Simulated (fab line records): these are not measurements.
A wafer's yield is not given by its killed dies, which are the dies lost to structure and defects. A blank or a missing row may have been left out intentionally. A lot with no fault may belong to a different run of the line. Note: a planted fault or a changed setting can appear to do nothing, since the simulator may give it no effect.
Which tool did it? || flow berkeley cmos170 || 41 wafers from 14 lots sampled at 6 of the route's 331 steps

## WHAT THE GAUGES READ, wafer by wafer
UCB170_PSD_TW_MEAS_10. Usual: PSD_TW gives 2316 (standard deviation 19).
{"lot": "L927", "measured": "day 8 06:08", "on": "film metro-03", "PSD_TW": "2323 2337 2335", "flag": ""}
{"lot": "L925", "measured": "day 8 06:18", "on": "film metro-02", "PSD_TW": "2326 2314 2310", "flag": ""}
{"lot": "L926", "measured": "day 8 06:32", "on": "film metro-03", "PSD_TW": "2331 2346 2334", "flag": ""}
{"lot": "L930", "measured": "day 9 08:41", "on": "film metro-04", "PSD_TW": "2287 2288", "flag": ""}
{"lot": "L932", "measured": "day 9 19:39", "on": "film metro-03", "PSD_TW": "2315 2305 2302", "flag": ""}
{"lot": "L937", "measured": "day 10 10:07", "on": "film metro-03", "PSD_TW": "2328 2339 2327", "flag": ""}
{"lot": "L936", "measured": "day 10 10:25", "on": "film metro-04", "PSD_TW": "2301 2284 2310", "flag": ""}
{"lot": "L939", "measured": "day 10 19:43", "on": "film metro-03", "PSD_TW": "2330 2336 2331", "flag": ""}
{"lot": "L942", "measured": "day 11 22:02", "on": "film metro-02", "PSD_TW": "2335 2323 2333", "flag": ""}
{"lot": "L945", "measured": "day 12 07:13", "on": "film metro-03", "PSD_TW": "2334 2336 2326", "flag": ""}
{"lot": "L947", "measured": "day 12 07:28", "on": "film metro-04", "PSD_TW": "2300 2303 2299", "flag": ""}
{"lot": "L944", "measured": "day 12 07:53", "on": "film metro-02", "PSD_TW": "2322 2325 2323", "flag": ""}
{"lot": "L946", "measured": "day 12 08:01", "on": "film metro-04", "PSD_TW": "2305 2302 2303", "flag": ""}
{"lot": "L948", "measured": "day 12 17:41", "on": "film metro-03", "PSD_TW": "2322 2329 2327", "flag": ""}

UCB170_M2_RS_MEAS_02: uses a four-point probe to measure. Usual: M2_AL_RS gives 0.0323 ohm/sq (standard deviation 0.00034).
{"lot": "L927", "measured": "day 9 00:41", "on": "film metro-02", "M2_AL_RS (ohm/sq)": "0.0321 0.0322 0.0324", "flag": ""}
{"lot": "L925", "measured": "day 9 00:26", "on": "film metro-01", "M2_AL_RS (ohm/sq)": "0.0318 0.0321 0.0324", "flag": ""}
{"lot": "L926", "measured": "day 8 22:55", "on": "film metro-02", "M2_AL_RS (ohm/sq)": "0.0320 0.0318 0.0324", "flag": ""}
{"lot": "L930", "measured": "day 10 01:11", "on": "film metro-03", "M2_AL_RS (ohm/sq)": "0.0157 0.0157", "flag": "OFF"}
{"lot": "L932", "measured": "day 10 14:40", "on": "film metro-02", "M2_AL_RS (ohm/sq)": "0.0161 0.0161 0.0161", "flag": "OFF"}
{"lot": "L937", "measured": "day 11 06:12", "on": "film metro-02", "M2_AL_RS (ohm/sq)": "0.0324 0.0325 0.0330", "flag": ""}
{"lot": "L936", "measured": "day 11 06:29", "on": "film metro-01", "M2_AL_RS (ohm/sq)": "0.0326 0.0322 0.0321", "flag": ""}
{"lot": "L939", "measured": "day 11 13:34", "on": "film metro-03", "M2_AL_RS (ohm/sq)": "0.0323 0.0319 0.0323", "flag": ""}
{"lot": "L942", "measured": "day 12 16:21", "on": "film metro-03", "M2_AL_RS (ohm/sq)": "0.0327 0.0320 0.0321", "flag": ""}
{"lot": "L945", "measured": "day 13 01:03", "on": "film metro-02", "M2_AL_RS (ohm/sq)": "0.0322 0.0329 0.0323", "flag": ""}
{"lot": "L947", "measured": "day 13 00:31", "on": "film metro-01", "M2_AL_RS (ohm/sq)": "0.0328 0.0320 0.0324", "flag": ""}
{"lot": "L944", "measured": "day 13 04:19", "on": "film metro-01", "M2_AL_RS (ohm/sq)": "0.0325 0.0319 0.0320", "flag": ""}
{"lot": "L946", "measured": "day 13 04:39", "on": "film metro-01", "M2_AL_RS (ohm/sq)": "0.0325 0.0326 0.0323", "flag": ""}
{"lot": "L948", "measured": "day 13 09:33", "on": "film metro-02", "M2_AL_RS (ohm/sq)": "0.0329 0.0328 0.0325", "flag": ""}

UCB170_M2_THK_MEAS_03: measures by xrf. Usual: M2_AL_THK gives 901 nm (standard deviation 9.8).
{"lot": "L927", "measured": "day 9 00:48", "on": "film metro-02", "M2_AL_THK (nm)": "909 899 898", "flag": ""}
{"lot": "L925", "measured": "day 9 00:32", "on": "film metro-01", "M2_AL_THK (nm)": "918 908 902", "flag": ""}
{"lot": "L926", "measured": "day 8 23:01", "on": "film metro-02", "M2_AL_THK (nm)": "908 914 894", "flag": ""}
{"lot": "L930", "measured": "day 10 01:17", "on": "film metro-03", "M2_AL_THK (nm)": "1834 1814", "flag": "OFF"}
{"lot": "L932", "measured": "day 10 14:46", "on": "film metro-02", "M2_AL_THK (nm)": "1785 1792 1794", "flag": "OFF"}
{"lot": "L937", "measured": "day 11 06:19", "on": "film metro-02", "M2_AL_THK (nm)": "901 892 886", "flag": ""}
{"lot": "L936", "measured": "day 11 06:36", "on": "film metro-01", "M2_AL_THK (nm)": "894 909 909", "flag": ""}
{"lot": "L939", "measured": "day 11 13:41", "on": "film metro-03", "M2_AL_THK (nm)": "903 919 906", "flag": ""}
{"lot": "L942", "measured": "day 12 16:27", "on": "film metro-03", "M2_AL_THK (nm)": "894 910 909", "flag": ""}
{"lot": "L945", "measured": "day 13 01:10", "on": "film metro-02", "M2_AL_THK (nm)": "897 886 905", "flag": ""}
{"lot": "L947", "measured": "day 13 00:37", "on": "film metro-01", "M2_AL_THK (nm)": "893 908 899", "flag": ""}
{"lot": "L944", "measured": "day 13 04:26", "on": "film metro-01", "M2_AL_THK (nm)": "901 912 913", "flag": ""}
{"lot": "L946", "measured": "day 13 04:46", "on": "film metro-01", "M2_AL_THK (nm)": "899 896 906", "flag": ""}
{"lot": "L948", "measured": "day 13 09:40", "on": "film metro-02", "M2_AL_THK (nm)": "885 892 893", "flag": ""}

## EACH LOT AND THE TOOL THAT RAN IT (in order: tool; ch and the chambers of the sampled wafers; start)
{"lot": "L927", "UCB170_BACKSIDE_STRIP_03": "plasma asher-01 ch 0,1, day 8 10:07", "UCB170_SILICIDE_SPUTTER_01": "pvd sputter-01, day 8 11:03", "UCB170_M2_SPUTTER_01": "pvd sputter-01, day 9 00:35"}
{"lot": "L925", "UCB170_BACKSIDE_STRIP_03": "plasma asher-01 ch 0,1, day 8 10:35", "UCB170_SILICIDE_SPUTTER_01": "pvd sputter-01, day 8 11:39", "UCB170_M2_SPUTTER_01": "pvd sputter-03, day 9 00:17"}
{"lot": "L926", "UCB170_BACKSIDE_STRIP_03": "plasma asher-02 ch 0,1, day 8 10:32", "UCB170_SILICIDE_SPUTTER_01": "pvd sputter-02, day 8 11:28", "UCB170_M2_SPUTTER_01": "pvd sputter-04, day 8 22:47"}
{"lot": "L930", "UCB170_BACKSIDE_STRIP_03": "plasma asher-04 ch 0, day 9 12:47", "UCB170_SILICIDE_SPUTTER_01": "pvd sputter-02, day 9 13:42", "UCB170_M2_SPUTTER_01": "pvd sputter-04, day 10 00:50"}
{"lot": "L932", "UCB170_BACKSIDE_STRIP_03": "plasma asher-01 ch 0,1, day 9 23:28", "UCB170_SILICIDE_SPUTTER_01": "pvd sputter-01, day 10 00:23", "UCB170_M2_SPUTTER_01": "pvd sputter-01, day 10 14:17"}
{"lot": "L937", "UCB170_BACKSIDE_STRIP_03": "plasma asher-02 ch 0,1, day 10 12:18", "UCB170_SILICIDE_SPUTTER_01": "pvd sputter-02, day 10 13:15", "UCB170_M2_SPUTTER_01": "pvd sputter-01, day 11 06:07"}
{"lot": "L936", "UCB170_BACKSIDE_STRIP_03": "plasma asher-04 ch 1, day 10 12:35", "UCB170_SILICIDE_SPUTTER_01": "pvd sputter-03, day 10 13:33", "UCB170_M2_SPUTTER_01": "pvd sputter-04, day 11 06:23"}
{"lot": "L939", "UCB170_BACKSIDE_STRIP_03": "plasma asher-01 ch 0,1, day 11 00:07", "UCB170_SILICIDE_SPUTTER_01": "pvd sputter-03, day 11 01:04", "UCB170_M2_SPUTTER_01": "pvd sputter-01, day 11 13:28"}
{"lot": "L942", "UCB170_BACKSIDE_STRIP_03": "plasma asher-04 ch 0,1, day 12 04:05", "UCB170_SILICIDE_SPUTTER_01": "pvd sputter-01, day 12 05:00", "UCB170_M2_SPUTTER_01": "pvd sputter-01, day 12 16:14"}
{"lot": "L945", "UCB170_BACKSIDE_STRIP_03": "plasma asher-02 ch 0,1, day 12 09:35", "UCB170_SILICIDE_SPUTTER_01": "pvd sputter-03, day 12 10:32", "UCB170_M2_SPUTTER_01": "pvd sputter-04, day 13 00:58"}
{"lot": "L947", "UCB170_BACKSIDE_STRIP_03": "plasma asher-02 ch 0,1, day 12 10:07", "UCB170_SILICIDE_SPUTTER_01": "pvd sputter-01, day 12 11:01", "UCB170_M2_SPUTTER_01": "pvd sputter-01, day 13 00:23"}
{"lot": "L944", "UCB170_BACKSIDE_STRIP_03": "plasma asher-01 ch 0,1, day 12 10:26", "UCB170_SILICIDE_SPUTTER_01": "pvd sputter-02, day 12 11:23", "UCB170_M2_SPUTTER_01": "pvd sputter-03, day 13 04:14"}
{"lot": "L946", "UCB170_BACKSIDE_STRIP_03": "plasma asher-04 ch 0,1, day 12 10:34", "UCB170_SILICIDE_SPUTTER_01": "pvd sputter-03, day 12 11:30", "UCB170_M2_SPUTTER_01": "pvd sputter-01, day 13 04:32"}
{"lot": "L948", "UCB170_BACKSIDE_STRIP_03": "plasma asher-01 ch 0,1, day 12 20:56", "UCB170_SILICIDE_SPUTTER_01": "pvd sputter-01, day 12 22:01", "UCB170_M2_SPUTTER_01": "pvd sputter-01, day 13 09:26"}
- UCB170_BACKSIDE_STRIP_03: strips in O2.
- UCB170_SILICIDE_SPUTTER_01: material Ti, target thk 30 nm, time 25 s.
- UCB170_M2_SPUTTER_01: material Al, target thk 900 nm, time 120 s.

## WHAT THE TOOLS THEMSELVES READ (means of the sampled wafers that have a number; where no wafer has one, the mark that the record gives instead)
UCB170_BACKSIDE_STRIP_03. Usual: drypump motor current A 5.9 A, standard deviation 0.38; oes product au 0.734 a.u., standard deviation 0.0045; strip time to endpoint s 21.98 s, standard deviation 0.059.
{"lot": "L927", "tool": "plasma asher-01", "drypump motor current A (A)": 6.2, "oes product au (a.u.)": 0.736, "strip time to endpoint s (s)": 22.06, "flag": ""}
{"lot": "L925", "tool": "plasma asher-01", "drypump motor current A (A)": 6.2, "oes product au (a.u.)": 0.732, "strip time to endpoint s (s)": 22.00, "flag": ""}
{"lot": "L926", "tool": "plasma asher-02", "drypump motor current A (A)": 6.0, "oes product au (a.u.)": 0.732, "strip time to endpoint s (s)": 21.97, "flag": ""}
{"lot": "L930", "tool": "plasma asher-04", "drypump motor current A (A)": 5.9, "oes product au (a.u.)": 0.738, "strip time to endpoint s (s)": 21.98, "flag": ""}
{"lot": "L932", "tool": "plasma asher-01", "drypump motor current A (A)": 6.3, "oes product au (a.u.)": 0.735, "strip time to endpoint s (s)": 21.94, "flag": ""}
{"lot": "L937", "tool": "plasma asher-02", "drypump motor current A (A)": 5.9, "oes product au (a.u.)": 0.737, "strip time to endpoint s (s)": 22.07, "flag": ""}
{"lot": "L936", "tool": "plasma asher-04", "drypump motor current A (A)": 5.2, "oes product au (a.u.)": 0.734, "strip time to endpoint s (s)": 21.96, "flag": ""}
{"lot": "L939", "tool": "plasma asher-01", "drypump motor current A (A)": 6.3, "oes product au (a.u.)": 0.733, "strip time to endpoint s (s)": 22.01, "flag": ""}
{"lot": "L942", "tool": "plasma asher-04", "drypump motor current A (A)": 5.4, "oes product au (a.u.)": 0.738, "strip time to endpoint s (s)": 22.03, "flag": ""}
{"lot": "L945", "tool": "plasma asher-02", "drypump motor current A (A)": 6.0, "oes product au (a.u.)": 0.736, "strip time to endpoint s (s)": 21.98, "flag": ""}
{"lot": "L947", "tool": "plasma asher-02", "drypump motor current A (A)": 5.9, "oes product au (a.u.)": 0.737, "strip time to endpoint s (s)": 22.07, "flag": ""}
{"lot": "L944", "tool": "plasma asher-01", "drypump motor current A (A)": 6.3, "oes product au (a.u.)": 0.732, "strip time to endpoint s (s)": 22.05, "flag": ""}
{"lot": "L946", "tool": "plasma asher-04", "drypump motor current A (A)": 5.7, "oes product au (a.u.)": 0.737, "strip time to endpoint s (s)": 21.91, "flag": ""}
{"lot": "L948", "tool": "plasma asher-01", "drypump motor current A (A)": 6.3, "oes product au (a.u.)": 0.732, "strip time to endpoint s (s)": 21.98, "flag": ""}

UCB170_SILICIDE_SPUTTER_01. Usual: throttle valve pct reads 29.6 % (standard deviation 0.92).
{"lot": "L927", "tool": "pvd sputter-01", "throttle valve pct (%)": 29.3, "flag": ""}
{"lot": "L925", "tool": "pvd sputter-01", "throttle valve pct (%)": 29.4, "flag": ""}
{"lot": "L926", "tool": "pvd sputter-02", "throttle valve pct (%)": 29.4, "flag": ""}
{"lot": "L930", "tool": "pvd sputter-02", "throttle valve pct (%)": 29.8, "flag": ""}
{"lot": "L932", "tool": "pvd sputter-01", "throttle valve pct (%)": 29.7, "flag": ""}
{"lot": "L937", "tool": "pvd sputter-02", "throttle valve pct (%)": 29.3, "flag": ""}
{"lot": "L936", "tool": "pvd sputter-03", "throttle valve pct (%)": 29.5, "flag": ""}
{"lot": "L939", "tool": "pvd sputter-03", "throttle valve pct (%)": 30.3, "flag": ""}
{"lot": "L942", "tool": "pvd sputter-01", "throttle valve pct (%)": 29.9, "flag": ""}
{"lot": "L945", "tool": "pvd sputter-03", "throttle valve pct (%)": 29.7, "flag": ""}
{"lot": "L947", "tool": "pvd sputter-01", "throttle valve pct (%)": 29.5, "flag": ""}
{"lot": "L944", "tool": "pvd sputter-02", "throttle valve pct (%)": 30.3, "flag": ""}
{"lot": "L946", "tool": "pvd sputter-03", "throttle valve pct (%)": 29.4, "flag": ""}
{"lot": "L948", "tool": "pvd sputter-01", "throttle valve pct (%)": 29.3, "flag": ""}

UCB170_M2_SPUTTER_01. Usual: throttle valve pct reads 29.5 % (standard deviation 0.94).
{"lot": "L927", "tool": "pvd sputter-01", "throttle valve pct (%)": 29.5, "flag": ""}
{"lot": "L925", "tool": "pvd sputter-03", "throttle valve pct (%)": 30.3, "flag": ""}
{"lot": "L926", "tool": "pvd sputter-04", "throttle valve pct (%)": 28.7, "flag": ""}
{"lot": "L930", "tool": "pvd sputter-04", "throttle valve pct (%)": 28.3, "flag": ""}
{"lot": "L932", "tool": "pvd sputter-01", "throttle valve pct (%)": 28.9, "flag": ""}
{"lot": "L937", "tool": "pvd sputter-01", "throttle valve pct (%)": 29.4, "flag": ""}
{"lot": "L936", "tool": "pvd sputter-04", "throttle valve pct (%)": 29.1, "flag": ""}
{"lot": "L939", "tool": "pvd sputter-01", "throttle valve pct (%)": 29.6, "flag": ""}
{"lot": "L942", "tool": "pvd sputter-01", "throttle valve pct (%)": 29.7, "flag": ""}
{"lot": "L945", "tool": "pvd sputter-04", "throttle valve pct (%)": 29.7, "flag": ""}
{"lot": "L947", "tool": "pvd sputter-01", "throttle valve pct (%)": 29.5, "flag": ""}
{"lot": "L944", "tool": "pvd sputter-03", "throttle valve pct (%)": 29.9, "flag": ""}
{"lot": "L946", "tool": "pvd sputter-01", "throttle valve pct (%)": 29.5, "flag": ""}
{"lot": "L948", "tool": "pvd sputter-01", "throttle valve pct (%)": 30.0, "flag": ""}

## THE ANSWER, worked out from the rows above alone
Rule: take the mean of a lot's wafers that have a number; if it is more than 3 standard deviations from the usual mean, the lot is off. A lot without any number at a reading at which 4 lots or more have one is off too. All remaining lots with rows at the step are treated as sound. Order of review: gauges by route order, followed by the tools' own readings, for which a lot's mean as printed above is used. At the first step where some lot is off, the reading lying furthest off is the one used; lots without a number count as furthest.
Off: L930, L932, at UCB170_M2_RS_MEAS_02 (M2_AL_RS).
If a tool, at a process step before that reading, ran all the lots that are off and no sound lot after the first of them, it fits. Those tools and the gauges at UCB170_M2_RS_MEAS_02 are tried in the same way. Not one of the candidates tried fits.

## WHAT HAD BEEN PUT IN BY THE SIMULATOR
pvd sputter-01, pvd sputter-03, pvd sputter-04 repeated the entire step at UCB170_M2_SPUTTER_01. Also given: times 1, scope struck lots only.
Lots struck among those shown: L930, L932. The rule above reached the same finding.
